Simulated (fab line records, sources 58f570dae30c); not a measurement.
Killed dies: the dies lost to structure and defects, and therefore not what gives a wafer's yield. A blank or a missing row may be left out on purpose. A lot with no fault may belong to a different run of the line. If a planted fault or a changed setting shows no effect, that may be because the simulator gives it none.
What tool caused it? ; flow berkeley-cmos170 ; Sampling: 14 lots, 42 wafers, 5 of 331 route steps

== WHAT THE GAUGES SHOWED, per wafer ==
UCB170_PWELL_TW_MEAS_17.
lot;measured;on;PWELL_TW
L679;day 3 09:38;film-metro-04;383.2 381.3 382.4
L680;day 3 09:51;film-metro-02;379.4 379.8 381.5
L683;day 4 12:28;film-metro-02;381.9 381.8 382.1
L685;day 4 14:20;film-metro-04;382.2 382.2 381.7
L684;day 4 14:24;film-metro-02;381.5 380.6 381.9
L686;day 4 14:29;film-metro-02;379.8 383.6 380.0
L689;day 5 10:04;film-metro-04;380.0 380.1 380.9
L688;day 5 21:55;film-metro-04;381.5 380.9 380.2
L690;day 5 22:12;film-metro-03;376.0 377.7 375.8
L696;day 6 21:07;film-metro-03;354.1 353.6 353.0
L697;day 7 08:11;film-metro-04;356.1 359.4 357.9
L699;day 7 08:38;film-metro-02;382.0 379.6 380.1
L700;day 7 08:41;film-metro-04;377.8 379.3 378.8
L701;day 7 22:53;film-metro-04;379.4 378.2 377.5

UCB170_SILICIDE_RS_MEAS_02: a four-point-probe measurement.
lot;measured;on;SILICIDE_TI_RS (ohm/sq)
L679;day 7 20:52;film-metro-02;25.10 25.14 25.26
L680;day 7 21:06;film-metro-03;25.04 25.14 25.24
L683;day 9 01:11;film-metro-04;24.91 24.66 24.62
L685;day 9 02:14;film-metro-04;24.96 25.00 24.83
L684;day 9 01:39;film-metro-03;24.75 24.69 24.84
L686;day 9 01:58;film-metro-03;24.78 24.90 24.93
L689;day 10 06:25;film-metro-03;24.62 24.92 24.53
L688;day 10 11:17;film-metro-04;24.60 24.96 24.92
L690;day 10 10:57;film-metro-04;24.88 24.71 24.70
L696;day 11 20:11;film-metro-02;24.70 24.68 24.65
L697;day 11 20:30;film-metro-04;25.27 24.69 25.24
L699;day 11 20:37;film-metro-03;24.73 24.85 24.79
L700;day 11 19:52;film-metro-04;25.25 25.17 25.29
L701;day 12 17:30;film-metro-04;24.68 24.65 24.59

== EACH LOT AND THE TOOL THAT RAN IT (in order: tool; ch and the chambers of the sampled wafers; start) ==
lot;UCB170_PWELL_IMPLANT_15;UCB170_PVT_STRIP_08;UCB170_GATE_ETCH_14
L679;implanter-03 ch 0, day 3 09:23;plasma-asher-03 ch 0,1, day 6 11:47;rie-diel-01 ch 0,2,3, day 7 05:08
L680;implanter-03 ch 0, day 3 09:37;plasma-asher-04 ch 0,1, day 6 11:35;rie-diel-04 ch 0,2,3, day 7 04:49
L683;implanter-02 ch 0, day 4 12:13;plasma-asher-04 ch 0,1, day 7 15:41;rie-diel-01 ch 1,3, day 8 07:42
L685;implanter-02 ch 0, day 4 14:05;plasma-asher-01 ch 1, day 7 15:08;rie-diel-04 ch 0,1,2, day 8 07:18
L684;implanter-03 ch 0, day 4 14:11;plasma-asher-01 ch 0,1, day 7 15:33;rie-diel-04 ch 0,1, day 8 07:56
L686;implanter-02 ch 0, day 4 14:15;plasma-asher-03 ch 0,1, day 7 15:47;rie-diel-03 ch 1,3, day 8 08:04
L689;implanter-02 ch 0, day 5 09:50;plasma-asher-03 ch 0,1, day 8 14:11;rie-diel-03 ch 1,3, day 9 09:55
L688;implanter-03 ch 0, day 5 21:40;plasma-asher-01 ch 0,1, day 9 05:37;rie-diel-01 ch 0,1,3, day 9 17:56
L690;implanter-02 ch 0, day 5 21:57;plasma-asher-04 ch 0,1, day 9 05:27;rie-diel-03 ch 0,1,3, day 9 17:40
L696;implanter-02 ch 0, day 6 20:53;plasma-asher-03 ch 0, day 10 07:10;rie-diel-04 ch 0,2, day 10 22:16
L697;implanter-02 ch 0, day 7 07:58;plasma-asher-01 ch 0,1, day 10 11:40;rie-diel-03 ch 0,3, day 11 02:55
L699;implanter-04 ch 0, day 7 08:23;plasma-asher-03 ch 0,1, day 10 11:30;rie-diel-03 ch 0,1, day 11 04:00
L700;implanter-03 ch 0, day 7 08:26;plasma-asher-04 ch 0,1, day 10 11:57;rie-diel-04 ch 0,1,3, day 11 03:28
L701;implanter-04 ch 0, day 7 22:38;plasma-asher-01 ch 0,1, day 11 04:57;rie-diel-01 ch 1,2,3, day 12 02:46
- UCB170_PWELL_IMPLANT_15
- UCB170_PVT_STRIP_08: strips in O2.
- UCB170_GATE_ETCH_14: etches BARC in N2/H2.

== WHAT THE TOOLS THEMSELVES READ (means of the sampled wafers that have a number; where no wafer has one, the mark that the record gives instead) ==
UCB170_PWELL_IMPLANT_15.
lot;tool;dose-ions-cm2;faraday-current-uA
L679;implanter-03;5e+12;15.7
L680;implanter-03;5e+12;15.7
L683;implanter-02;5e+12;15.9
L685;implanter-02;5e+12;15.9
L684;implanter-03;5e+12;15.7
L686;implanter-02;5e+12;15.9
L689;implanter-02;5e+12;15.7
L688;implanter-03;5e+12;16.1
L690;implanter-02;5e+12;15.9
L696;implanter-02;4e+12;13.0
L697;implanter-02;4e+12;12.7
L699;implanter-04;5e+12;15.7
L700;implanter-03;5e+12;15.8
L701;implanter-04;5e+12;15.6

UCB170_PVT_STRIP_08.
lot;tool;drypump-motor-current-A (A);oes-product-au (a.u.);strip-time-to-endpoint-s (s)
L679;plasma-asher-03;5.37;0.733;21.62
L680;plasma-asher-04;5.44;0.730;21.64
L683;plasma-asher-04;5.44;0.732;21.73
L685;plasma-asher-01;5.03;0.731;21.62
L684;plasma-asher-01;5.39;0.735;21.72
L686;plasma-asher-03;5.60;0.733;21.67
L689;plasma-asher-03;5.35;0.733;21.58
L688;plasma-asher-01;5.40;0.732;21.59
L690;plasma-asher-04;5.41;0.735;21.63
L696;plasma-asher-03;5.10;0.731;21.65
L697;plasma-asher-01;5.39;0.736;21.58
L699;plasma-asher-03;5.34;0.734;21.56
L700;plasma-asher-04;5.44;0.736;21.68
L701;plasma-asher-01;5.39;0.735;21.64

UCB170_GATE_ETCH_14.
lot;tool;bias-w (W);drypump-motor-current-A (A);oes-product-au (a.u.);throttle-valve-pct (%)
L679;rie-diel-01;100.1;6.0;1.001;13.38
L680;rie-diel-04;100.0;5.9;1.008;13.29
L683;rie-diel-01;99.7;5.2;0.979;13.31
L685;rie-diel-04;100.0;5.8;1.020;13.27
L684;rie-diel-04;100.1;5.7;0.990;13.24
L686;rie-diel-03;100.4;6.0;1.029;13.48
L689;rie-diel-03;99.8;6.2;1.023;13.44
L688;rie-diel-01;100.0;5.5;0.990;13.25
L690;rie-diel-03;100.2;6.0;1.019;13.50
L696;rie-diel-04;99.9;5.9;1.032;13.40
L697;rie-diel-03;100.0;6.3;1.019;13.46
L699;rie-diel-03;100.3;5.8;1.013;13.54
L700;rie-diel-04;100.2;5.8;0.998;13.26
L701;rie-diel-01;100.0;5.5;0.982;13.28

== THE ANSWER, worked out from the rows above alone ==
Rule: usual is defined by the lots themselves. Put in order of their means at a reading, lots are off if they are a third of the lots or fewer, leave a main group of 4 or more, and stand apart from it by a gap of 3 or more times the standard deviation of the main group's means; of several such gaps the widest counts. If all means in a main group match to the digits the tables above print for the reading, that group is not used. Also off: a lot with no number at a reading for which 4 or more lots have one. Any other lot the step has rows for is counted as sound. The gauges are gone through in route order, then the tools' own readings, and for those a lot's mean is taken as printed above. The first step at which some lot is off is used, and at that step the reading that is off furthest; a lot without a number counts as furthest.
Off: L696, L697, seen at UCB170_PWELL_TW_MEAS_17 (PWELL_TW). The main group: mean 380.4, standard deviation 1.7.
If a tool, at a process step before that reading, ran all the lots that are off and no sound lot after the first of them, it fits. The gauges at UCB170_PWELL_TW_MEAS_17 aren't tried: what is off there is off at UCB170_PWELL_IMPLANT_15 too, on other tools, and a gauge's error can't cause that. One fits: UCB170_PWELL_IMPLANT_15 on implanter-02. A fault onset in the window from L690 (day 5 21:57, its last sound lot) to L696 (day 6 20:53, its first lot off) fits.
The tool's own readings at UCB170_PWELL_IMPLANT_15 bear it out: on the lots that are off they differ by more than 5 times the standard deviation of the sound lots' means. dose-ions-cm2 reads 4e+12 there against 5e+12 on the sound lots; faraday-current-uA reads 12.8 there against 15.8 on the sound lots.

== WHAT THE SIMULATOR PUT IN ==
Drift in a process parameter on implanter-02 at UCB170_PWELL_IMPLANT_15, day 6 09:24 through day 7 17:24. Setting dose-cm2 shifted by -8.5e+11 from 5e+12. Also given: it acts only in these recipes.
Lots struck among those shown: L696, L697. The rule given above showed the same thing.
